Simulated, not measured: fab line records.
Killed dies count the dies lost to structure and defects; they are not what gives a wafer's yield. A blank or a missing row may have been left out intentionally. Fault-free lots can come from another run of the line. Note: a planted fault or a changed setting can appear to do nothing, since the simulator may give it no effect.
The tool behind it: which one? / flow berkeley-cmos170 / 24 wafers from 8 lots sampled at 6 of the route's 331 steps

WHAT THE GAUGES READ, wafer by wafer
UCB170_PLDD_TW_MEAS_11. Usual: PLDD_TW typically reads 1010, with standard deviation 8.2.
lot=L360; measured=day 7 09:15; on=film-metro-01; PLDD_TW=1002 1004 1004; flag=
lot=L362; measured=day 7 18:08; on=film-metro-01; PLDD_TW=1000 1004 997; flag=
lot=L361; measured=day 7 18:02; on=film-metro-02; PLDD_TW=1018 1018 1017; flag=
lot=L363; measured=day 8 01:07; on=film-metro-01; PLDD_TW=996 998 993; flag=
lot=L365; measured=day 8 14:22; on=film-metro-04; PLDD_TW=885 886 884; flag=OFF
lot=L364; measured=day 8 14:38; on=film-metro-04; PLDD_TW=888 888 885; flag=OFF
lot=L366; measured=day 8 23:56; on=film-metro-02; PLDD_TW=877 873 880; flag=OFF
lot=L367; measured=day 8 23:59; on=film-metro-01; PLDD_TW=866 868 876; flag=OFF

UCB170_PSD_OVL_MEAS_07. Usual: PSD_OVL typically reads -5 nm, with standard deviation 4.8.
lot=L360; measured=day 7 19:38; on=overlay-02; PSD_OVL (nm)=-11 3 0; flag=
lot=L362; measured=day 8 10:02; on=overlay-02; PSD_OVL (nm)=-6 4 -1; flag=
lot=L361; measured=day 8 09:49; on=overlay-02; PSD_OVL (nm)=-9 -6 -5; flag=
lot=L363; measured=day 8 09:55; on=overlay-01; PSD_OVL (nm)=-14 -17 -10; flag=
lot=L365; measured=day 9 00:36; on=overlay-01; PSD_OVL (nm)=-14 -8 -11; flag=
lot=L364; measured=day 9 00:20; on=overlay-01; PSD_OVL (nm)=-4 -6 -10; flag=
lot=L366; measured=day 9 07:51; on=overlay-01; PSD_OVL (nm)=-6 -5 -11; flag=
lot=L367; measured=day 9 08:05; on=overlay-01; PSD_OVL (nm)=-4 -2 0; flag=

UCB170_NSD_CD_MEAS_06: target cd 1200 nm. Usual: cd-nm reads 1200.3 nm (standard deviation 1.3).
lot=L360; measured=day 7 21:25; on=cd-sem-01; cd-nm (nm)=1199.6 1198.6 1197.7; flag=
lot=L362; measured=day 8 12:17; on=cd-sem-01; cd-nm (nm)=1200.7 1200.0 1200.8; flag=
lot=L361; measured=day 8 11:51; on=cd-sem-01; cd-nm (nm)=1201.6 1201.6 1202.3; flag=
lot=L363; measured=day 8 12:07; on=cd-sem-02; cd-nm (nm)=1199.4 1198.1 1199.8; flag=
lot=L365; measured=day 9 03:07; on=cd-sem-01; cd-nm (nm)=1199.7 1200.5 1200.6; flag=
lot=L364; measured=day 9 02:52; on=cd-sem-02; cd-nm (nm)=1203.3 1202.0 1202.3; flag=
lot=L366; measured=day 9 12:08; on=cd-sem-01; cd-nm (nm)=1201.2 1200.2 1200.4; flag=
lot=L367; measured=day 9 12:26; on=cd-sem-02; cd-nm (nm)=1199.6 1200.7 1201.4; flag=

UCB170_SDANNEAL_RS_MEAS_04: measurement is done with a four-point probe. Usual: PLDD_RS typically reads 1030.6 ohm/sq, with standard deviation 2.7.
lot=L360; measured=day 8 01:16; on=film-metro-04; PLDD_RS (ohm/sq)=1030.6 1031.7 1033.2; flag=
lot=L362; measured=day 8 14:40; on=film-metro-02; PLDD_RS (ohm/sq)=1034.3 1030.7 1032.7; flag=
lot=L361; measured=day 8 14:09; on=film-metro-02; PLDD_RS (ohm/sq)=1026.5 1024.1 1023.8; flag=
lot=L363; measured=day 8 14:19; on=film-metro-01; PLDD_RS (ohm/sq)=1030.7 1032.1 1036.1; flag=
lot=L365; measured=day 9 05:35; on=film-metro-02; PLDD_RS (ohm/sq)=931.2 930.1 932.4; flag=OFF
lot=L364; measured=day 9 04:53; on=film-metro-02; PLDD_RS (ohm/sq)=931.3 933.1 932.5; flag=OFF
lot=L366; measured=day 9 13:57; on=film-metro-01; PLDD_RS (ohm/sq)=931.6 933.0 932.6; flag=OFF
lot=L367; measured=day 9 14:11; on=film-metro-04; PLDD_RS (ohm/sq)=931.4 933.4 931.7; flag=OFF

TOOL THAT RAN EACH LOT (tool first, then ch and the chambers of the sampled wafers, then the start)
lot=L360; UCB170_GATE_ETCH_14=rie-diel-02 ch 0,2,3, day 7 06:52; UCB170_PLDD_IMPLANT_09=implanter-01 ch 0, day 7 09:00
lot=L362; UCB170_GATE_ETCH_14=rie-diel-04 ch 1,2,3, day 7 12:58; UCB170_PLDD_IMPLANT_09=implanter-03 ch 0, day 7 17:53
lot=L361; UCB170_GATE_ETCH_14=rie-diel-01 ch 1,3, day 7 13:14; UCB170_PLDD_IMPLANT_09=implanter-04 ch 0, day 7 17:46
lot=L363; UCB170_GATE_ETCH_14=rie-diel-02 ch 0,2, day 7 22:15; UCB170_PLDD_IMPLANT_09=implanter-04 ch 0, day 8 00:52
lot=L365; UCB170_GATE_ETCH_14=rie-diel-04 ch 0,1,2, day 8 11:43; UCB170_PLDD_IMPLANT_09=implanter-01 ch 0, day 8 14:05
lot=L364; UCB170_GATE_ETCH_14=rie-diel-02 ch 0,2, day 8 11:44; UCB170_PLDD_IMPLANT_09=implanter-04 ch 0, day 8 14:23
lot=L366; UCB170_GATE_ETCH_14=rie-diel-01 ch 0,1,2, day 8 20:10; UCB170_PLDD_IMPLANT_09=implanter-04 ch 0, day 8 23:41
lot=L367; UCB170_GATE_ETCH_14=rie-diel-02 ch 2,3, day 8 20:11; UCB170_PLDD_IMPLANT_09=implanter-01 ch 0, day 8 23:45
- UCB170_GATE_ETCH_14: etches BARC in N2/H2.
- UCB170_PLDD_IMPLANT_09

AS READ BY THE TOOLS THEMSELVES (means over the sampled wafers that have a number; for cases with no such wafer, the mark the record gives instead)
UCB170_GATE_ETCH_14. Usual: drypump-motor-current-A 5.8 A, standard deviation 0.51; h2-flow-sccm 200.0 sccm, standard deviation 0.59; oes-product-au 1.001 a.u., standard deviation 0.018; throttle-valve-pct 13.22 %, standard deviation 0.14.
lot=L360; tool=rie-diel-02; drypump-motor-current-A (A)=5.9; h2-flow-sccm (sccm)=200.0; oes-product-au (a.u.)=1.008; throttle-valve-pct (%)=13.14; flag=
lot=L362; tool=rie-diel-04; drypump-motor-current-A (A)=5.9; h2-flow-sccm (sccm)=199.9; oes-product-au (a.u.)=0.998; throttle-valve-pct (%)=13.23; flag=
lot=L361; tool=rie-diel-01; drypump-motor-current-A (A)=5.5; h2-flow-sccm (sccm)=200.0; oes-product-au (a.u.)=1.006; throttle-valve-pct (%)=13.33; flag=
lot=L363; tool=rie-diel-02; drypump-motor-current-A (A)=5.6; h2-flow-sccm (sccm)=200.2; oes-product-au (a.u.)=1.001; throttle-valve-pct (%)=13.16; flag=
lot=L365; tool=rie-diel-04; drypump-motor-current-A (A)=5.9; h2-flow-sccm (sccm)=199.3; oes-product-au (a.u.)=0.987; throttle-valve-pct (%)=13.36; flag=
lot=L364; tool=rie-diel-02; drypump-motor-current-A (A)=5.6; h2-flow-sccm (sccm)=200.5; oes-product-au (a.u.)=1.000; throttle-valve-pct (%)=13.15; flag=
lot=L366; tool=rie-diel-01; drypump-motor-current-A (A)=5.6; h2-flow-sccm (sccm)=199.9; oes-product-au (a.u.)=1.022; throttle-valve-pct (%)=13.27; flag=
lot=L367; tool=rie-diel-02; drypump-motor-current-A (A)=5.5; h2-flow-sccm (sccm)=199.9; oes-product-au (a.u.)=1.006; throttle-valve-pct (%)=13.06; flag=

THE ANSWER, worked out from the rows above alone
Rule: lot off if the mean of its wafers having a number is beyond 3 standard deviations from the usual mean. A lot without any number at a reading at which 4 lots or more have one is off too. Any other lot the step has rows for is counted as sound. First the gauges in route order, then the tools' own readings, where a lot's mean is used as printed above. At the first step where some lot is off, the reading lying furthest off is the one used; lots without a number count as furthest.
Off: L365, L364, L366, L367, seen at UCB170_PLDD_TW_MEAS_11 (PLDD_TW).
If a tool, at a process step before that reading, ran all the lots that are off and no sound lot after the first of them, it fits. Those tools and the gauges at UCB170_PLDD_TW_MEAS_11 are tried in the same way. None of those tried fits.

WHAT HAD BEEN PUT IN BY THE SIMULATOR
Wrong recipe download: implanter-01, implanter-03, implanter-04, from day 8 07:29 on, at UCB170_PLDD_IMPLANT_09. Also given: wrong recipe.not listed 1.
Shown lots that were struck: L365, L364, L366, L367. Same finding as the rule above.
